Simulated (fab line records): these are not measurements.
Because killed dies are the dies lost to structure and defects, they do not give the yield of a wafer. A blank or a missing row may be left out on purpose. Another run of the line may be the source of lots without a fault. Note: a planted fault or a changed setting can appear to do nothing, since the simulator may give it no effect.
What tool caused it?	flow rit-cmos	Sampling: 7 lots, 21 wafers, 2 of 202 route steps

## WHAT THE GAUGES SHOWED, per wafer
RIT_NRETRO_TW_MEAS_10.
lot	measured	on	NRETRO_TW
L981	day 2 15:22	film-metro-03	1050 1048 1049
L984	day 3 06:48	film-metro-03	1046 1051 1054
L986	day 3 17:43	film-metro-02	1067 1071 1070
L991	day 4 18:07	film-metro-01	1038 1032 1032
L995	day 5 14:20	film-metro-03	990 989 985
L998	day 6 06:38	film-metro-02	1058 1054 1061
L102	day 7 05:34	film-metro-02	1063 1064 1059

## TOOL THAT RAN EACH LOT (tool first, then ch and the chambers of the sampled wafers, then the start)
lot	RIT_NRETRO_IMPLANT_08
L981	implanter-03 ch 0, day 2 15:02
L984	implanter-03 ch 0, day 3 06:31
L986	implanter-04 ch 0, day 3 17:24
L991	implanter-01 ch 0, day 4 17:42
L995	implanter-03 ch 0, day 5 14:01
L998	implanter-01 ch 0, day 6 06:18
L102	implanter-01 ch 0, day 7 05:16
- RIT_NRETRO_IMPLANT_08

## THE ANSWER, worked out from the rows above alone
Rule: usual is defined by the lots themselves. The widest of any qualifying gaps counts: lots, ordered by their means at a reading, are off when they make up no more than a third of the lots, leave a main group of 4 or more, and stand apart from it by 3 or more times the standard deviation of that group's means. Not used: any main group whose means are identical at the precision the tables above print for the reading. A lot without any number at a reading at which 4 lots or more have one is off too. The other lots that the step has rows for count as sound.
Off: at RIT_NRETRO_TW_MEAS_10 (NRETRO_TW), L995. For the main group the mean is 1054 and the standard deviation 11.
A tool fits if, at a process step before that reading, it ran every lot that is off, and no sound lot after the first of them. Gauges at RIT_NRETRO_TW_MEAS_10: tried the same way as those tools. This does not decide it: 2 tools fit, namely implanter-03 at RIT_NRETRO_IMPLANT_08 and film-metro-03 at RIT_NRETRO_TW_MEAS_10.

## WHAT THE SIMULATOR HAD PUT IN
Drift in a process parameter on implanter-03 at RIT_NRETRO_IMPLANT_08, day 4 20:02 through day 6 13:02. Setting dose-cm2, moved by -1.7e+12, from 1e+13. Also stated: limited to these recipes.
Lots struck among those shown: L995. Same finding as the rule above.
